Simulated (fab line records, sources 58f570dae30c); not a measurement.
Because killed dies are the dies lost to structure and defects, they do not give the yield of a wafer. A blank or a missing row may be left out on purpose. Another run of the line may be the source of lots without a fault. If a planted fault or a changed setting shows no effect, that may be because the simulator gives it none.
The tool behind it: which one? ; flow berkeley cmos170 ; Sampling: 15 lots, 45 wafers, 3 of 331 route steps

## WHAT EACH GAUGE READ, for each wafer
UCB170_PLDD_OVL_MEAS_07.
lot;measured;on;PLDD_OVL (nm)
L109;day 7 00:49;overlay-02;2 -1 -4
L110;day 7 14:27;overlay-01;-9 -7 -5
L112;day 7 15:01;overlay-01;-3 -1 -11
L114;day 8 05:38;overlay-02;1 -6 1
L116;day 8 13:59;overlay-01;0 -2 -5
L119;day 9 08:16;overlay-02;-2 -2 -4
L118;day 9 08:01;overlay-02;-18 -8 -15
L121;day 9 22:46;overlay-02;2 1 0
L124;day 10 07:19;overlay-02;1 4 5
L125;day 10 08:01;overlay-02;-11 -3 1
L126;day 10 14:36;overlay-01;-6 2 1
L132;day 11 18:20;overlay-02;-3 -3 -6

## TOOL THAT RAN EACH LOT (tool first, then ch and the chambers of the sampled wafers, then the start)
lot;UCB170_ZERO_ETCH_06;UCB170_NWELL_EXPOSE_09
L109;rie diel-01 ch 1,2, day 1 21:20;krf scanner-02 ch 0, day 2 11:46
L110;rie diel-01 ch 1,2,3, day 2 05:30;krf scanner-02 ch 0, day 2 19:25
L112;rie diel-04 ch 0,2, day 2 09:00;krf scanner-01 ch 0, day 3 00:04
L114;rie diel-02 ch 1,2,3, day 3 01:06;krf scanner-01 ch 0, day 3 12:34
L116;rie diel-01 ch 1,3, day 3 08:20;krf scanner-02 ch 0, day 3 22:29
L119;rie diel-04 ch 1,2, day 3 21:18;krf scanner-02 ch 0, day 4 09:16
L118;rie diel-01 ch 0,3, day 3 21:27;krf scanner-01 ch 0, day 4 09:28
L121;rie diel-04 ch 0,2,3, day 4 09:29;krf scanner-02 ch 0, day 5 01:18
L124;rie diel-01 ch 1,2, day 5 02:41;krf scanner-02 ch 0, day 5 16:16
L125;rie diel-02 ch 1,2,3, day 5 06:44;krf scanner-01 ch 0, day 5 16:29
L126;rie diel-02 ch 2,3, day 5 10:16;krf scanner-02 ch 0, day 6 04:49
L127;rie diel-02 ch 0,3, day 5 16:31;krf scanner-01, day 6 05:13
L128;rie diel-01 ch 0,1, day 6 00:22;krf scanner-02, day 6 18:47
L129;rie diel-01 ch 0,1,2, day 6 00:38;krf scanner-01, day 6 19:02
L132;rie diel-02 ch 0,2,3, day 6 19:11;krf scanner-02 ch 0, day 7 09:56
- UCB170_ZERO_ETCH_06: etches SiO2 in CHF3/CF4/Ar, time 12 s.
- UCB170_NWELL_EXPOSE_09: exposes mask NWELL, target cd 3000 nm.

## WHAT THE TOOLS THEMSELVES READ (means of the sampled wafers that have a number; where no wafer has one, the mark that the record gives instead)
UCB170_ZERO_ETCH_06.
lot;tool;drypump motor current A (A);oes product au (a.u.);throttle valve pct (%)
L109;rie diel-01;5.39;0.603;9.26
L110;rie diel-01;5.58;0.614;9.32
L112;rie diel-04;5.40;0.628;9.33
L114;rie diel-02;5.42;0.606;9.26
L116;rie diel-01;5.67;0.614;9.38
L119;rie diel-04;5.51;0.618;9.32
L118;rie diel-01;5.81;0.629;9.34
L121;rie diel-04;5.32;0.622;9.28
L124;rie diel-01;5.50;0.607;9.25
L125;rie diel-02;5.40;0.607;9.24
L126;rie diel-02;5.43;0.601;9.22
L127;rie diel-02;5.59;0.609;9.19
L128;rie diel-01;5.41;0.615;9.24
L129;rie diel-01;5.54;0.619;9.22
L132;rie diel-02;5.48;0.605;9.24

UCB170_NWELL_EXPOSE_09.
lot;tool;exposure dose mJ cm2;focus offset nm (nm);reticle temp C (C);stage vel mm s (mm/s)
L109;krf scanner-02;24.996;0.2;23.04;500.23
L110;krf scanner-02;25.019;-0.1;22.99;499.82
L112;krf scanner-01;25.006;0.3;23.08;500.09
L114;krf scanner-01;24.993;0.0;22.99;500.16
L116;krf scanner-02;25.014;-0.2;22.90;499.89
L119;krf scanner-02;25.006;0.6;22.84;499.76
L118;krf scanner-01;25.015;-0.3;22.98;499.99
L121;krf scanner-02;24.981;0.1;23.01;499.99
L124;krf scanner-02;24.979;1.0;23.06;499.92
L125;krf scanner-01;24.998;0.3;23.01;500.17
L126;krf scanner-02;24.999;-0.4;23.00;499.93
L127;krf scanner-01;-;-;-;-
L128;krf scanner-02;-;-;-;-
L129;krf scanner-01;-;-;-;-
L132;krf scanner-02;25.012;0.9;22.97;499.98

## THE ANSWER, worked out from the rows above alone
Rule: usual is defined by the lots themselves. Put in order of their means at a reading, lots are off if they are a third of the lots or fewer, leave a main group of 4 or more, and stand apart from it by a gap of 3 or more times the standard deviation of the main group's means; of several such gaps the widest counts. The tables above print the reading to a certain number of digits; a main group whose means all agree to those digits is not used. Also off: a lot with no number at a reading for which 4 or more lots have one. Any other lot the step has rows for is counted as sound. The gauges are gone through in route order, then the tools' own readings, and for those a lot's mean is taken as printed above. At the first step where some lot is off, the reading lying furthest off is the one used; lots without a number count as furthest.
Off at UCB170_NWELL_EXPOSE_09 (exposure dose mJ cm2): L127, L128, L129. Without a number there: L127, L128, L129. Mean 25.002 and standard deviation 0.012 in the main group.
If a tool, at that step or one of the process steps before it, ran each lot that is off and ran no sound lot following the first of them, it fits. None of those tried fits.

## WHAT HAD BEEN PUT IN BY THE SIMULATOR
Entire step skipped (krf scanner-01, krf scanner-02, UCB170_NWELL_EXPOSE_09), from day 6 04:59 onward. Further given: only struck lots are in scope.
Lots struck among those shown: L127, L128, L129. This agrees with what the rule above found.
